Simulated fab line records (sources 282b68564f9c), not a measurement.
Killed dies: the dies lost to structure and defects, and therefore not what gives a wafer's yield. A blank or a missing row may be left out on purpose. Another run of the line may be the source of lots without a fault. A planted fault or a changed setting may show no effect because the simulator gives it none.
Which tool is to blame?	flow ritCmos	14 lots, 42 wafers sampled, at 2 steps of a route of 202

WHAT THE GAUGES READ, wafer by wafer
RIT_NRETRO_TW_MEAS_10. Usual: NRETRO_TW typically reads 1053, with standard deviation 6.5.
lot	measured	on	NRETRO_TW	flag
L789	day 2 06:28	filmMetro-02	1053 1049 1047	
L790	day 2 11:29	filmMetro-03	1037 1046 1049	
L791	day 2 19:23	filmMetro-03	1041 1048 1046	
L792	day 3 00:29	filmMetro-03	1042 1041 1043	
L793	day 3 04:11	filmMetro-04	1176 1177 1181 1187 1173 1177	OFF
L796	day 3 22:45	filmMetro-04	1177 1175 1178 1171 1170 1178	OFF
L797	day 4 03:23	filmMetro-03	1043 1036 1038	
L802	day 4 23:54	filmMetro-04	1060 1059 1056	
L803	day 5 05:03	filmMetro-03	1048 1046 1048	
L806	day 5 21:24	filmMetro-04	1051 1047 1050	
L808	day 6 09:09	filmMetro-04	1063 1064 1056	
L810	day 6 15:20	filmMetro-03	1046 1049 1055	
L811	day 6 20:40	filmMetro-04	1060 1056 1053	
L812	day 7 04:50	filmMetro-04	1061 1059 1070	

EACH LOT AND THE TOOL THAT RAN IT (in order: tool; ch and the chambers of the sampled wafers; start)
lot	RIT_NRETRO_IMPLANT_08
L789	implanter-02 ch 0, day 2 06:10
L790	implanter-03 ch 0, day 2 11:09
L791	implanter-04 ch 0, day 2 19:04
L792	implanter-04 ch 0, day 3 00:10
L793	implanter-04 ch 0, day 3 03:55
L796	implanter-04 ch 0, day 3 22:26
L797	implanter-02 ch 0, day 4 03:04
L802	implanter-03 ch 0, day 4 23:35
L803	implanter-02 ch 0, day 5 04:43
L806	implanter-02 ch 0, day 5 21:05
L808	implanter-03 ch 0, day 6 08:50
L810	implanter-03 ch 0, day 6 15:01
L811	implanter-04 ch 0, day 6 20:20
L812	implanter-02 ch 0, day 7 04:32
- RIT_NRETRO_IMPLANT_08

WHAT THE TOOLS THEMSELVES READ (means of the sampled wafers that have a number; where no wafer has one, the mark that the record gives instead)
RIT_NRETRO_IMPLANT_08. Usual: doseIonsCm2 1.0001e+13, standard deviation 8.9e+09; faradayCurrentUA 31.7, standard deviation 0.58.
lot	tool	doseIonsCm2	faradayCurrentUA	flag
L789	implanter-02	9.9910e+12	31.5	
L790	implanter-03	1.0003e+13	32.0	
L791	implanter-04	1.0010e+13	31.8	
L792	implanter-04	1.0004e+13	31.7	
L793	implanter-04	1.4047e+13	45.3	OFF
L796	implanter-04	1.4060e+13	44.5	OFF
L797	implanter-02	9.9990e+12	31.8	
L802	implanter-03	9.9900e+12	31.4	
L803	implanter-02	1.0003e+13	31.4	
L806	implanter-02	9.9923e+12	31.9	
L808	implanter-03	1.0003e+13	31.5	
L810	implanter-03	1.0008e+13	31.2	
L811	implanter-04	1.0007e+13	31.6	
L812	implanter-02	9.9960e+12	31.9	

THE ANSWER, worked out from the rows above alone
Rule: a lot counts as off when the mean over its wafers that have a number is more than 3 standard deviations away from the usual mean. A lot without any number at a reading at which 4 lots or more have one is off too. Any other lot the step has rows for is counted as sound. The gauges are gone through in route order, then the tools' own readings, and for those a lot's mean is taken as printed above. At the first step where some lot is off, the reading lying furthest off is the one used; lots without a number count as furthest.
Off: at RIT_NRETRO_TW_MEAS_10 (NRETRO_TW), L793, L796.
A tool fits if, at a process step before that reading, it ran every lot that is off, and no sound lot after the first of them. Not tried: the gauges at RIT_NRETRO_TW_MEAS_10; whatever is off there is also off at RIT_NRETRO_IMPLANT_08, on other tools, and gauge error can't account for it. Not one of the candidates tried fits.

WHAT HAD BEEN PUT IN BY THE SIMULATOR
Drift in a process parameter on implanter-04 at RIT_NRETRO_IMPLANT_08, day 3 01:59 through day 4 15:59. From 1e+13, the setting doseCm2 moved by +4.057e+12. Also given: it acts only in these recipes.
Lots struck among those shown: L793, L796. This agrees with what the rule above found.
